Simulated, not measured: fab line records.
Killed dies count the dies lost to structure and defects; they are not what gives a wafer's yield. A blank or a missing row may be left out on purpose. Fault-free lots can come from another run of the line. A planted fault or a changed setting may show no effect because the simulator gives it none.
A lot that was struck, set against a sound lot / flow berkeley_cmos170 / 14 steps out of a route of 331
Sound: the wafers L940.1, L940.3, L940.6. Wafers L946.1, L946.4, L946.6 were the ones struck. At the end, the cause is stated.
Per side, at each step with rows, come the tool, then ch with its chambers, and then its first start. Under that, the readings that differ: sound wafers / struck wafers / difference of the means / sigmas: that difference in standard deviations of wafers without a fault.
alike: readings with means less than 2 such deviations apart, plus words and numbers identical on both sides. not compared: withheld readings, readings lacking a value on some wafer, bounds such as >300 that could conceal the same value, and numbers that have no deviation in the record and whose values overlap.
A row with sigmas, a row that says differs or no value, or rows on one side alone: a step with any of these is where the two part. Numbers that don't overlap but have no deviation are shown without sigmas and don't part them. Lack of a reading on every wafer of one side parts them only where that side has two or more wafers.

first, 5 steps without rows for these wafers: UCB170_WELLDRIVE_ANNEAL_03 (time 900 s); UCB170_WELLDRIVE_WET_ETCH_04 (etches SiO2 in BOE, time 120 s); UCB170_ACTIVE_CLEAN_00 (cleans in SPM, time 600 s); UCB170_ACTIVE_CLEAN_01 (cleans in dHF, time 60 s); UCB170_ACTIVE_OXIDATION_02 (target thk 26.4 nm, ox time 1260 s).
UCB170_ACTIVE_THK_MEAS_03:
  sound on film_metro-04, day 6 01:25; struck on film_metro-02, day 6 17:17
reading=ACTIVE_OXIDE_THK (nm); sound=26.7 26.8 26.7; struck=28.3 28.0 27.9; difference=+1.3; sigmas=+2
then, 2 steps without rows for these wafers: UCB170_ACTIVE_ANNEAL_04 (time 900 s); UCB170_ACTIVE_CVD_05 (deposits Si3N4 from SiH2Cl2/NH3, target thk 220 nm, time 3300 s).
UCB170_ACTIVE_THK_MEAS_06:
  sound on film_metro-03, day 6 09:31; struck on film_metro-03, day 7 00:02
  alike: ACTIVE_NITRIDE_THK
then, 3 steps without rows for these wafers: UCB170_ACTIVE_HMDS_07 (prime time 60 s); UCB170_ACTIVE_COAT_08 (resist thk 900 nm); UCB170_ACTIVE_SOFTBAKE_09 (time 60 s).
UCB170_ACTIVE_EXPOSE_10: exposes mask ACTIVE, target cd 1200 nm.
  struck on krf_scanner-02, day 7 01:09; sound on krf_scanner-02 ch 0, day 6 10:13
  no value came back on the struck wafers for exposure_dose_mJ_cm2, focus_offset_nm (nm), reticle_temp_C (C); on the sound wafers exposure_dose_mJ_cm2 reads 19.987 19.995 20.007
  alike: mask
after that, 1 step had no rows for these wafers: UCB170_ACTIVE_PEB_11.

== WHERE THEY PART ==
First at UCB170_ACTIVE_THK_MEAS_03; last, within this record, at UCB170_ACTIVE_EXPOSE_10.

WHY: what had been put in by the simulator
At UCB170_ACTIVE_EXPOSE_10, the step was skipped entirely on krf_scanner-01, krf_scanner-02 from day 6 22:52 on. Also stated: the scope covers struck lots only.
